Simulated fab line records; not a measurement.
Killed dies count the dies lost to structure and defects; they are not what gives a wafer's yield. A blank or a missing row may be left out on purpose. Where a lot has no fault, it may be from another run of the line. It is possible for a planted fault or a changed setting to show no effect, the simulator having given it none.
The tool behind it: which one? ; flow rit cmos ; Sampling: 14 lots, 42 wafers, 2 of 202 route steps

## WHAT EACH GAUGE READ, for each wafer
The record lacks any reading of a measuring or inspecting step that a usual standard deviation could be used to judge.

## WHAT TOOL EACH LOT RAN ON (gives the tool, then ch and the chambers of the sampled wafers, and finally the start)
lot;RIT_GATE_OXIDATION_05;RIT_M1_PROBE_99
L233;furnace-04 ch 0, day 2 09:17;-
L234;furnace-03 ch 0, day 2 13:48;-
L235;furnace-02 ch 0, day 2 17:32;prober-02, day 3 18:26
L236;furnace-03 ch 0, day 2 22:55;prober-01, day 3 23:54
L238;furnace-03 ch 0, day 3 11:51;-
L240;furnace-04 ch 0, day 3 19:24;-
L242;furnace-03 ch 0, day 4 05:35;prober-01, day 5 05:56
L244;furnace-03 ch 0, day 4 17:52;prober-02, day 5 22:17
L245;furnace-02 ch 0, day 4 21:35;-
L248;furnace-04 ch 0, day 5 12:53;-
L250;furnace-04 ch 0, day 5 22:50;-
L254;furnace-04 ch 0, day 6 18:19;-
L255;furnace-04 ch 0, day 6 22:25;-
L256;furnace-04 ch 0, day 7 04:06;-
- RIT_GATE_OXIDATION_05: target thk 3 nm, ox time 270 s.
- RIT_M1_PROBE_99

## WHAT THE TOOLS THEMSELVES READ (means of the sampled wafers that have a number; where no wafer has one, the mark that the record gives instead)
RIT_M1_PROBE_99.
lot;tool;killed at contacts;killed at front end;killed dies;killed on rim;killed open;killed short
L235;prober-02;0.0;5.3;5.3;1.3;2.7;2.7
L236;prober-01;0.0;10.0;10.0;3.7;6.0;4.0
L242;prober-01;0.3;88.0;88.3;24.3;4.0;4.3
L244;prober-02;0.0;80.0;80.0;20.3;3.0;4.3

## THE ANSWER, worked out from the rows above alone
Rule: usual is defined by the lots themselves. The widest of any qualifying gaps counts: lots, ordered by their means at a reading, are off when they make up no more than a third of the lots, leave a main group of 4 or more, and stand apart from it by 3 or more times the standard deviation of that group's means. If all means in a main group match to the digits the tables above print for the reading, that group is not used. A lot without any number at a reading at which 4 lots or more have one is off too. Where the step has rows for the other lots, those lots are counted as sound. Order of review: gauges by route order, followed by the tools' own readings, for which a lot's mean as printed above is used. At the first step where some lot is off, the reading lying furthest off is the one used; lots without a number count as furthest.
Nothing can be told from this: no lot is off at any reading shown.

## WHAT HAD BEEN PUT IN BY THE SIMULATOR
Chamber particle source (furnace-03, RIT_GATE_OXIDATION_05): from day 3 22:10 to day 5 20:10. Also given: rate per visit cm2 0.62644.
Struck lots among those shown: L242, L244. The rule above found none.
